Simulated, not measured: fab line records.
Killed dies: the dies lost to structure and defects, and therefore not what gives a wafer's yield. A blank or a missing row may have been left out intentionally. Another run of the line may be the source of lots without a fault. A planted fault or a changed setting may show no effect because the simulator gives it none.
fab line records -- flow berkeley-cmos170
record: lots: 15, wafers: 45, last-day: 12
route steps=331 shown PVT@119
lots untouched by any fault: they come from a run of this same line in which no faults occurred
start-h: the number of hours between the record's first day and the start of the first shown wafer of the lot -- wait-h: time in hours since the lot's previous step -- " unchanged from the row above -- L1.1+2: a row that stands for several wafers -- - value missing, or start not given -- * or withheld: withheld -- < > ~ a bound
route shown NAME@n: names a module that has steps shown in the file, with the first one's number in the route -- usual: the fault-free wafers' mean and standard deviation -- same: alike in all rows -- chamber/n: place in a boat -- sites: the reading at each site -- _std_site: standard deviation across them -- _edge_site: the outer-site mean with the inner-site mean subtracted -- radius-mm: how far each site lies from the wafer's centre -- mask NAME#n: copy n -- behind: the tool/chamber that last shaped the wafer -- hold: why the lot went on hold/how many hours it stayed there/how the hold came to an end -- device: transistor that didn't switch, given as n, p or np -- end of line: the tests these same wafers got at the end of their route -- a step with no rows: only its recipe -- killed: count of dies lost to structure and defects at first sort (not the wafer's yield) -- map: per-die view of a wafer (x killed, . not killed, _ where there is no die)
set.NAME: the setting that was run; set.NAME@STEP: the one run at that earlier step -- model.NAME: the simulator's own value behind a step, which no gauge read
steps of the route over a sample of lots; a table a step, a row a wafer
== steps ==
step: UCB170_PVT_PEB_04
recipe: peb-temp-c: 130, peb-time-s: withheld, resist: KrF
usual: chill-plate-temp-C: 23.03/0.12, exhaust-pa: 45.3/0.88
lot.wafer,tool,chamber,start-h,wait-h,chill-plate-temp-C,exhaust-pa
L843.1,litho-track-04,0,131.51,0.6,23.00,45.6
L843.2,litho-track-04,0,131.51,0.6,22.88,45.6
L843.6,litho-track-04,0,131.51,0.6,23.04,46.0
L845.4,litho-track-01,0,141.57,0.2,23.18,46.8
L845.5,litho-track-01,0,141.57,0.2,23.00,45.1
L845.6,litho-track-01,0,141.57,0.2,23.09,45.6
L846.4,litho-track-01,0,141.84,0.3,23.16,44.4
L846.5,litho-track-01,0,141.84,0.3,23.09,45.8
L846.6,litho-track-01,0,141.84,0.3,23.12,43.7
L848.1,litho-track-02,0,151.35,0.1,23.10,45.4
L848.4,litho-track-02,0,151.35,0.1,23.06,45.7
L848.5,litho-track-02,0,151.35,0.1,23.13,45.8
L850.4,litho-track-01,0,161.26,0.1,23.15,45.2
L850.5,litho-track-01,0,161.26,0.1,23.02,45.4
L850.6,litho-track-01,0,161.26,0.1,23.13,46.0
L851.2,litho-track-04,0,176.79,0.3,23.07,45.0
L851.3,litho-track-04,0,176.79,0.3,22.83,43.6
L851.4,litho-track-04,0,176.79,0.3,22.79,44.5
L854.1,litho-track-02,-,186.01,0.5,-,-
L854.3,litho-track-02,-,186.01,0.5,-,-
L854.6,litho-track-02,-,186.01,0.5,-,-
L853.3,litho-track-02,-,186.33,0.5,-,-
L853.4,litho-track-02,-,186.33,0.5,-,-
L853.5,litho-track-02,-,186.33,0.5,-,-
L855.1,litho-track-04,-,191.91,0.1,-,-
L855.4,litho-track-04,-,191.91,0.1,-,-
L855.6,litho-track-04,-,191.91,0.1,-,-
L856.2,litho-track-02,0,205.21,0.6,23.29,45.6
L856.3,litho-track-02,0,205.21,0.6,23.21,45.8
L856.5,litho-track-02,0,205.21,0.6,23.20,45.6
L860.2,litho-track-04,0,205.53,0.6,23.04,44.1
L860.4,litho-track-04,0,205.53,0.6,23.02,44.2
L860.5,litho-track-04,0,205.53,0.6,22.97,43.5
L859.1,litho-track-04,0,205.78,0.4,22.97,45.6
L859.4,litho-track-04,0,205.78,0.4,23.10,46.0
L859.6,litho-track-04,0,205.78,0.4,22.94,44.3
L862.2,litho-track-02,0,216.89,0.2,23.02,46.7
L862.4,litho-track-02,0,216.89,0.2,23.05,45.3
L862.6,litho-track-02,0,216.89,0.2,23.02,45.6
L864.1,litho-track-04,0,238.19,0.1,22.84,45.9
L864.2,litho-track-04,0,238.19,0.1,23.02,45.5
L864.4,litho-track-04,0,238.19,0.1,23.23,44.8
L865.1,litho-track-04,0,238.46,0.1,23.04,44.2
L865.4,litho-track-04,0,238.46,0.1,23.13,44.9
L865.6,litho-track-04,0,238.46,0.1,23.07,44.4
== key ==
first-sign: step: UCB170_PVT_PEB_04, reading: tool-record, direction: missing
effect none on later readings
met-at UCB170_PVT_PEB_04
struck-lots L853,L854,L855
sort-left-out L853.3,L853.4,L853.5,L854.1,L854.3,L854.6,L855.1,L855.4,L855.6
tester-left-out L853,L854,L855
onset-between 176.79 186.01
fault: kind: skipped-step-whole, tool: litho-track-02,litho-track-04, chamber: -, onset-h: 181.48, steps: UCB170_PVT_PEB_04, scope: struck-lots-only
tester-left-out: of these lots the tester's yield and bins aren't shown, on N5 and GAA mostly nor the transistor test; their killed dies are dies lost to structure and defects alone, not to doping, threshold or leakage, so they don't give the yield
sort-left-out: the simulated sort isn't trusted on such a fault, so these wafers' sort isn't shown, and their yield isn't known
